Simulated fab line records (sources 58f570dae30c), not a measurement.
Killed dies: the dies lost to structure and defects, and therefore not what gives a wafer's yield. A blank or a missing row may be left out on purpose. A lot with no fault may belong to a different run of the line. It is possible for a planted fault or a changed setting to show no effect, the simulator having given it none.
2 desks looking at one fault    flow berkeley_cmos170    each desk holds nothing but its own numbers, with what lay behind them at the end

FOR THE TOOL OWNER'S DESK: lpcvd-01
The tool's own readings at UCB170_NWELL_CVD_04 (deposits Si3N4 from SiH2Cl2/NH3, target thk 224 nm, time 3360 s): means of the sampled wafers that have a number, for each lot that ran on this tool. Any lot whose mean is over 4 standard deviations away from the usual mean is out of limits and marked OUT; that distance is given in the brackets.
Columns: A = spike_tc_source_C at UCB170_NWELL_CVD_04, usual 822.2 C
lot   first seen here  A
L934  day 2 05:34      823.9
L938  day 2 20:32      822.4
L939  day 3 00:50      823.3
L940  day 3 06:35      824.3
L950  day 5 18:29      822.8
L955  day 6 07:00      824.2
L956  day 6 13:49      822.5
This desk found nothing out of limits on any of the 7 lots.

FROM THE METROLOGY DESK
What the gauges read, lot by lot, whatever tool the lot ran on: means of the sampled wafers that have a number. Any lot whose mean is over 4 standard deviations away from the usual mean is out of limits and marked OUT; that distance is given in the brackets.
Columns: A = NWELL_NITRIDE_THK at UCB170_NWELL_THK_MEAS_05, usual 224.7 nm
lot   first seen here  A
L934  day 2 07:30      224.7
L936  day 2 18:37      226.2
L937  day 2 18:37      223.3
L938  day 2 22:28      64.1 (-85) OUT
L939  day 3 02:46      66.6 (-83) OUT
L940  day 3 09:29      66.3 (-83) OUT
L946  day 4 13:20      223.5
L948  day 4 23:52      225.7
L949  day 5 10:28      226.6
L950  day 5 20:25      223.9
L952  day 6 02:01      224.2
L953  day 6 08:02      225.7
L955  day 6 08:57      224.1
L956  day 6 15:46      223.0
L957  day 7 03:38      225.2
This desk reports L938, L939, L940 out of limits; the earliest was L938 at day 2 22:28 (NWELL_NITRIDE_THK at UCB170_NWELL_THK_MEAS_05). L934, L936, L937, L946, L948, L949, L950, L952, L953, L955, L956, L957: within limits.

PUT TOGETHER
On L938, L939, L940, the metrology desk was in a position to raise an alarm at day 2 22:28.
The desk of the tool owner found nothing out of limits.
Tool owner's desk: L938, L939, L940 on record, inside its limits.
All the named lots went through UCB170_NWELL_CVD_04 on lpcvd-01.

WHAT THE SIMULATOR HAD PUT IN
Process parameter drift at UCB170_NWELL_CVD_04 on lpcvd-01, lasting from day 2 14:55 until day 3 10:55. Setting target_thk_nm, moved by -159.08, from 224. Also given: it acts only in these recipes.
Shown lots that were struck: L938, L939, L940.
Delay in hours, fault start to first out-of-limits reading, per desk: metrology desk 8.
